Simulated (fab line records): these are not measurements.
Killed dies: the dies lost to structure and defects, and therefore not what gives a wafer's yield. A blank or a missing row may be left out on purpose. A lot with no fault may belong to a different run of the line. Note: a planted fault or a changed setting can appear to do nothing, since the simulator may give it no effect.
Which tool is to blame? -- flow rit_cmos -- 7 lots, 21 wafers sampled, at 2 steps of a route of 202

== WHAT THE GAUGES SHOWED, per wafer ==
RIT_SPACER_THK_MEAS_04.
lot,measured,on,SPACER_NITRIDE_THK (nm)
L606,day 3 04:05,film_metro-02,254.2 250.1 251.4
L609,day 3 23:25,film_metro-01,250.3 251.9 252.4
L611,day 4 06:06,film_metro-02,248.1 251.4 248.9
L613,day 4 20:22,film_metro-02,255.1 252.0 252.4
L621,day 6 07:32,film_metro-02,250.8 254.2 251.3
L623,day 6 20:32,film_metro-02,269.5 268.8 270.6
L626,day 7 13:32,film_metro-04,250.9 251.0 251.6

== WHICH TOOL RAN EACH LOT (tool, then ch and the chambers of the sampled wafers, then the start) ==
lot,RIT_SPACER_CVD_03
L606,"lpcvd-01 ch 0, day 3 02:10"
L609,"lpcvd-01 ch 1, day 3 21:28"
L611,"lpcvd-01 ch 1, day 4 04:10"
L613,"lpcvd-01 ch 1, day 4 18:26"
L621,"lpcvd-02 ch 0, day 6 05:38"
L623,"lpcvd-01 ch 1, day 6 18:37"
L626,"lpcvd-02 ch 0, day 7 11:37"
- RIT_SPACER_CVD_03: deposits Si3N4 from SiH2Cl2/NH3, target thk 250 nm, time 3300 s.

== THE ANSWER, worked out from the rows above alone ==
Rule: usual is defined by the lots themselves. Put in order of their means at a reading, lots are off if they are a third of the lots or fewer, leave a main group of 4 or more, and stand apart from it by a gap of 3 or more times the standard deviation of the main group's means; of several such gaps the widest counts. A main group whose means are all the same, to the digits that the tables above print for the reading, isn't used. A lot without any number at a reading at which 4 lots or more have one is off too. The other lots that the step has rows for count as sound.
Off: L623, seen at RIT_SPACER_THK_MEAS_04 (SPACER_NITRIDE_THK). The main group: mean 251.6 nm, standard deviation 1.1.
If a tool, at a process step before that reading, ran all the lots that are off and no sound lot after the first of them, it fits. Those tools and the gauges at RIT_SPACER_THK_MEAS_04 are tried in the same way. Can't be told from this: 2 tools fit, lpcvd-01 at RIT_SPACER_CVD_03, film_metro-02 at RIT_SPACER_THK_MEAS_04.

== WHAT THE SIMULATOR HAD INSERTED ==
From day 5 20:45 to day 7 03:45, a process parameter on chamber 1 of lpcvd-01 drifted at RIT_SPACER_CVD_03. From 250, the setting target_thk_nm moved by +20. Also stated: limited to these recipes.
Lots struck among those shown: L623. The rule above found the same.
